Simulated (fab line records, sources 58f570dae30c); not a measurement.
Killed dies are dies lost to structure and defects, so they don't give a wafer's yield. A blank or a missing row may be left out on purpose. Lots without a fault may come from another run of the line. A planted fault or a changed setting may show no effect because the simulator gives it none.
Which tool did it? | flow berkeley_cmos170 | 6 lots, 18 wafers sampled, at 3 steps of a route of 331

WHAT THE GAUGES READ, wafer by wafer
UCB170_GATE_THK_MEAS_05.
lot  | measured     | on            | GATE_POLY_THK (nm)
L247 | day 6 15:15  | film_metro-03 | 215.2 213.7 213.5
L248 | day 7 02:16  | film_metro-04 | 217.2 213.1 214.7
L252 | day 7 16:30  | film_metro-03 | 215.0 215.0 215.0
L256 | day 8 12:40  | film_metro-03 | 215.5 215.9 213.7
L260 | day 9 05:54  | film_metro-04 | 232.7 231.6 231.0 232.7 231.4 231.1
L266 | day 10 03:46 | film_metro-04 | 217.0 216.2 216.8

WHICH TOOL RAN EACH LOT (tool, then ch and the chambers of the sampled wafers, then the start)
lot  | UCB170_PFIELD_STRIP_08              | UCB170_GATE_CVD_04
L247 | plasma_asher-01 ch 0,1, day 4 14:38 | lpcvd-01 ch 0, day 6 13:51
L248 | plasma_asher-01 ch 0,1, day 5 09:05 | lpcvd-02 ch 1, day 7 00:51
L252 | plasma_asher-04 ch 0,1, day 5 21:03 | lpcvd-02 ch 0, day 7 14:23
L256 | plasma_asher-02 ch 0,1, day 6 22:07 | lpcvd-02 ch 0, day 8 11:13
L260 | plasma_asher-01 ch 0,1, day 7 13:58 | lpcvd-02 ch 0, day 9 04:30
L266 | plasma_asher-04 ch 0,1, day 8 14:08 | lpcvd-01 ch 0, day 10 02:20
- UCB170_PFIELD_STRIP_08: strips in O2.
- UCB170_GATE_CVD_04: deposits poly-Si from SiH4, time 1440 s, target thk 214 nm.

THE ANSWER, worked out from the rows above alone
Rule: what is usual is taken from the lots themselves. Put in order of their means at a reading, lots are off if they are a third of the lots or fewer, leave a main group of 4 or more, and stand apart from it by a gap of 3 or more times the standard deviation of the main group's means; of several such gaps the widest counts. A main group whose means are all the same, to the digits that the tables above print for the reading, isn't used. A lot without any number at a reading at which 4 lots or more have one is off too. The other lots that the step has rows for count as sound.
Off: L260, at UCB170_GATE_THK_MEAS_05 (GATE_POLY_THK). The main group: mean 215.2 nm, standard deviation 0.82.
A tool fits if, at a process step before that reading, it ran every lot that is off, and no sound lot after the first of them. The gauges at UCB170_GATE_THK_MEAS_05 are tried like those tools. Can't be told from this: 2 tools fit, plasma_asher-01 at UCB170_PFIELD_STRIP_08, lpcvd-02 at UCB170_GATE_CVD_04.

WHAT THE SIMULATOR HAD PUT IN
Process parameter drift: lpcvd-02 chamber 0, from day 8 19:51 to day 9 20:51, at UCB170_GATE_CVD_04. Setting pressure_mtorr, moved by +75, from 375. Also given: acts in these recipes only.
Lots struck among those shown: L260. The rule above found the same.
